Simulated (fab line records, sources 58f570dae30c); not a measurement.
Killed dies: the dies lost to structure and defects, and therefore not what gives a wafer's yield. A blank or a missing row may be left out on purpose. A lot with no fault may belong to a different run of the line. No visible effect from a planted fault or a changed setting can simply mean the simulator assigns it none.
Split-lot experiment | flow berkeley_cmos170 | 5 lots, 27 wafers read, on a route of 331 steps

## THE SPLIT
At UCB170_SPACER_CVD_00 (deposits SiO2 from TEOS/O2, target thk 376 nm, time 47 s), the setting time_s was moved away from the recipe's 47 s on 12 of the 27 wafers read, by -52.3% to +39.4%. For the rest of the wafers, this setting stayed at what the recipe calls for.

## FROM THE SPLIT TO THE READING: what the file shows between them, 2 steps
- UCB170_SPACER_THK_MEAS_01
- UCB170_SPACER_ANNEAL_02: time 1800 s

## THE READING
oes_product_au, in a.u., at UCB170_SPACER_ETCHBACK_03 (etches SiO2 in CHF3/CF4/Ar, stops on Si, target depth 376 nm, time 100 s). Fault-free wafers of this fab line usually give 0.903 a.u., standard deviation 0.018 a.u.

wafer  | tool, chamber at the split | time_s as run, s | against the recipe | oes_product_au, a.u. | against lot-mates on the recipe
L075.1 | pecvd-04, 2                | 28.67            | -39.0%             | 0.613                | -0.287
L075.2 | pecvd-04, 1                | 47               | recipe             | 0.907                | -
L075.3 | pecvd-04, 0                | 28.67            | -39.0%             | 0.645                | -0.255
L075.4 | pecvd-04, 2                | 47               | recipe             | 0.897                | -
L075.5 | pecvd-04, 0                | 28.67            | -39.0%             | 0.654                | -0.246
L075.6 | pecvd-04, 1                | 47               | recipe             | 0.897                | -
L076.1 | pecvd-01, 2                | 22.44            | -52.3%             | 0.547                | -0.363
L076.2 | pecvd-01, 0                | 47               | recipe             | 0.896                | -
L076.3 | pecvd-01, 1                | 47               | recipe             | 0.921                | -
L076.4 | pecvd-01, 2                | 47               | recipe             | 0.912                | -
L076.5 | pecvd-01, 1                | 22.44            | -52.3%             | 0.568                | -0.342
L076.6 | pecvd-01, 0                | 22.44            | -52.3%             | 0.583                | -0.327
L078.1 | pecvd-04, 2                | 65.53            | +39.4%             | 0.972                | +0.072
L078.2 | pecvd-04, 1                | 47               | recipe             | 0.893                | -
L078.3 | pecvd-04, 0                | 65.53            | +39.4%             | 0.989                | +0.089
L078.4 | pecvd-04, 1                | 65.53            | +39.4%             | 0.981                | +0.081
L078.5 | pecvd-04, 0                | 47               | recipe             | 0.908                | -
L078.6 | pecvd-04, 2                | 47               | recipe             | 0.900                | -
L081.2 | pecvd-03, 1                | 47               | recipe             | 0.880                | -
L081.5 | pecvd-03, 2                | 47               | recipe             | 0.915                | -
L081.6 | pecvd-03, 1                | 47               | recipe             | 0.899                | -
L083.1 | pecvd-01, 0                | 47               | recipe             | 0.888                | -
L083.2 | pecvd-01, 2                | 47               | recipe             | 0.902                | -
L083.3 | pecvd-01, 1                | 47               | recipe             | 0.914                | -
L083.4 | pecvd-01, 1                | 31.38            | -33.2%             | 0.679                | -0.222
L083.5 | pecvd-01, 0                | 31.38            | -33.2%             | 0.697                | -0.204
L083.6 | pecvd-01, 2                | 31.38            | -33.2%             | 0.687                | -0.214

FIT RESULTS
A straight line over all 27 wafers: oes_product_au changes by +0.0051 a.u. for each +1% of time_s; r = +0.95; the points scatter about the line by 0.045 a.u.
The same after taking each lot's own level away (the mean of its wafers on the recipe; 27 wafers): +0.00516 a.u. for each +1%; r = +0.95; scatter 0.046 a.u.
The reading moves by 0.27 a.u. for the largest change in time_s, on that fit.
The span of the lots' own levels, 0.8980 to 0.9097 a.u., comes to 0.6 times the standard deviation stated above.
So the lot-to-lot level changes the slope little: the two slopes agree.
Check: with one of the wafers moved furthest among these (-52.3%) left out of the fit, the line predicts -0.293 a.u. for it against its lot-mates. It came out at -0.363 a.u. against them.

## THESE WAFERS: OTHER SPLITS
Other splits were also applied to these wafers ahead of the reading. Each is held against what the fit with the lots' levels taken away leaves over:
other split on the same wafers       | wafers away from the commonest value | r with oes_product_au (lot level and that fit taken away)
UCB170_NWELL_ETCH_13 target_depth_a  | 9                                    | -0.01
UCB170_ACTIVE_OXIDATION_02 ox_time_s | 18                                   | -0.19

## THE WHOLE CHAIN: every reading that the file lists as answering this split, in the file's order
step                      | what it does                                                             | reading                                                                       | change (the file's fit)                                                             | r (the file's)
UCB170_SPACER_CVD_00      | deposits SiO2 from TEOS/O2, target thk 376 nm, time 47 s                 | SiO2_of_SPACER_CVD_00.thk_nm (the simulator's own value, which no gauge read) | +3.73 nm for each +1% of the setting                                                | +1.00
UCB170_SPACER_THK_MEAS_01 |                                                                          | SPACER_TEOS_THK                                                               | +3.74 for each +1% of the setting                                                   | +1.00
UCB170_SPACER_ETCHBACK_03 | etches SiO2 in CHF3/CF4/Ar, stops on Si, target depth 376 nm, time 100 s | oes_product_au                                                                | +0.00557 a.u. for each +1% of the setting                                           | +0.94
UCB170_SPACER_ETCHBACK_03 | etches SiO2 in CHF3/CF4/Ar, stops on Si, target depth 376 nm, time 100 s | etch.depth_nm (the simulator's own value, which no gauge read)                | +3.21 nm for each +1% of the setting                                                | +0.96
UCB170_M3_PROBE_99        |                                                                          | etest.pldd.line_ohm_um (the simulator's own value, which no gauge read)       | not straight: 6.925 at the lowest setting, 1848 at the recipe, 1903 at the highest  | not given
UCB170_M3_PROBE_99        |                                                                          | etest.nldd.line_ohm_um (the simulator's own value, which no gauge read)       | not straight: 6.813 at the lowest setting, 1310 at the recipe, 1314 at the highest  | not given
UCB170_M3_PROBE_99        |                                                                          | etest.pldd.rs_ohm_sq (the simulator's own value, which no gauge read)         | not straight: 3.598 at the lowest setting, 1095 at the recipe, 1125 at the highest  | not given
UCB170_M3_PROBE_99        |                                                                          | etest.nldd.rs_ohm_sq (the simulator's own value, which no gauge read)         | not straight: 3.56 at the lowest setting, 773.1 at the recipe, 778.4 at the highest | not given

## THE FILE'S OWN FIT
oes_product_au changes by +0.00557 a.u. for each +1% of time_s, r = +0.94.
